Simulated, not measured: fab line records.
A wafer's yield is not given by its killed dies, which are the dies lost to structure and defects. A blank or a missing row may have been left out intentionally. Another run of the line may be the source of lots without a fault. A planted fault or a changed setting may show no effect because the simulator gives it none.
Commonality check across tools | flow rit_cmos | Lots sampled 16, wafers sampled 48

## WHY IT WAS OPENED
Of 16 lots, 4 have the reading SILICIDE_TI_RS flagged at RIT_SILICIDE_RS_MEAS_02. Fault-free wafers read 47.6 ohm/sq, with a standard deviation of 0.51.
Rule: a lot gets a flag if all its wafers with a number sit over 4 standard deviations from that mean, or if no wafer of it has a number. The other lots count as sound.

lot  | measured    | on            | SILICIDE_TI_RS (ohm/sq), wafer by wafer | flag
L196 | day 3 03:37 | film_metro-03 | 47.5 47.5 47.0                          |
L197 | day 3 08:28 | film_metro-04 | 47.6 47.5 47.9                          |
L198 | day 3 13:22 | film_metro-04 | 48.6 48.4 47.9                          |
L200 | day 3 23:27 | film_metro-03 | 48.5 48.3 48.2                          |
L202 | day 4 08:45 | film_metro-03 | 47.6 47.4 47.1                          |
L203 | day 4 12:36 | film_metro-01 | 47.4 47.1 47.0                          |
L205 | day 5 00:38 | film_metro-03 | 47.3 47.8 47.6                          |
L206 | day 5 04:00 | film_metro-03 | 47.2 47.2 47.7                          |
L207 | day 5 08:56 | film_metro-03 | 48.5 48.5 48.0                          |
L208 | day 5 15:52 | film_metro-01 | 46.5 46.9 47.1                          |
L209 | day 5 21:05 | film_metro-04 | 67.7 66.4 66.5                          | FLAGGED
L210 | day 6 00:20 | film_metro-04 | 64.8 65.2 65.6                          | FLAGGED
L212 | day 6 09:21 | film_metro-01 | 65.5 64.9 66.2                          | FLAGGED
L214 | day 6 22:46 | film_metro-03 | 66.3 66.0 66.0                          | FLAGGED
L217 | day 7 11:32 | film_metro-01 | 46.3 47.2 47.1                          |
L219 | day 7 22:56 | film_metro-03 | 48.4 47.9 47.9                          |
The numbers of the flagged lots are 65.9 ohm/sq on average: +18.3 ohm/sq against the usual, or +36 standard deviations.

## TOOL THAT RAN EACH LOT
The record keeps 1 process step preceding the reading, out of 202 steps on the route. Every cell lists first the tool, next ch and the chambers used by the sampled wafers, and last the start.
lot  | flag    | RIT_SILICIDE_SPUTTER_01
L196 |         | pvd_sputter-01, day 3 03:26
L197 |         | pvd_sputter-04, day 3 08:17
L198 |         | pvd_sputter-01, day 3 13:11
L200 |         | pvd_sputter-01, day 3 23:18
L202 |         | pvd_sputter-02, day 4 08:35
L203 |         | pvd_sputter-04, day 4 12:25
L205 |         | pvd_sputter-04, day 5 00:29
L206 |         | pvd_sputter-02, day 5 03:50
L207 |         | pvd_sputter-04, day 5 08:47
L208 |         | pvd_sputter-02, day 5 15:41
L209 | FLAGGED | pvd_sputter-04, day 5 20:55
L210 | FLAGGED | pvd_sputter-04, day 6 00:11
L212 | FLAGGED | pvd_sputter-04, day 6 09:11
L214 | FLAGGED | pvd_sputter-04, day 6 22:37
L217 |         | pvd_sputter-01, day 7 11:23
L219 |         | pvd_sputter-01, day 7 22:46
What the steps here do:
- RIT_SILICIDE_SPUTTER_01: material Ti, target thk 30 nm, time 240 s.
- RIT_SILICIDE_RS_MEAS_02: measures by four-point-probe.

## FLAGGED OVER TOTAL, TOOL BY TOOL (the gauges that took the reading come last)
step                    | tool           | lots run | flagged | share of the flagged lots | sound lots run after its first flagged lot
RIT_SILICIDE_SPUTTER_01 | pvd_sputter-01 | 5        | 0       | none                      | -
RIT_SILICIDE_SPUTTER_01 | pvd_sputter-02 | 3        | 0       | none                      | -
RIT_SILICIDE_SPUTTER_01 | pvd_sputter-04 | 8        | 4       | all                       | 0
RIT_SILICIDE_RS_MEAS_02 | film_metro-01  | 4        | 1       | some                      | 1 (L217)
RIT_SILICIDE_RS_MEAS_02 | film_metro-03  | 8        | 1       | some                      | 1 (L219)
RIT_SILICIDE_RS_MEAS_02 | film_metro-04  | 4        | 2       | some                      | 0

## WHAT IS ALLOWED BY THE TABLE
All flagged lots share 1 row of the table, namely pvd_sputter-04 at RIT_SILICIDE_SPUTTER_01.
- pvd_sputter-04 at RIT_SILICIDE_SPUTTER_01 ran 8 lots, 4 of them flagged. A fault beginning between L207 (day 5 08:47), its last sound lot, and L209 (day 5 20:55), its first flagged one, fits the data.
One tool is left: pvd_sputter-04 at RIT_SILICIDE_SPUTTER_01.

## WHAT HAD BEEN PUT IN BY THE SIMULATOR
Site profile drift: pvd_sputter-04, from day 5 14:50 on, at RIT_SILICIDE_SPUTTER_01. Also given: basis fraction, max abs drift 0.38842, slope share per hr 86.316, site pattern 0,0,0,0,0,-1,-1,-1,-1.
Lots struck among those shown: L209, L210, L212, L214. The rule given above showed the same thing.
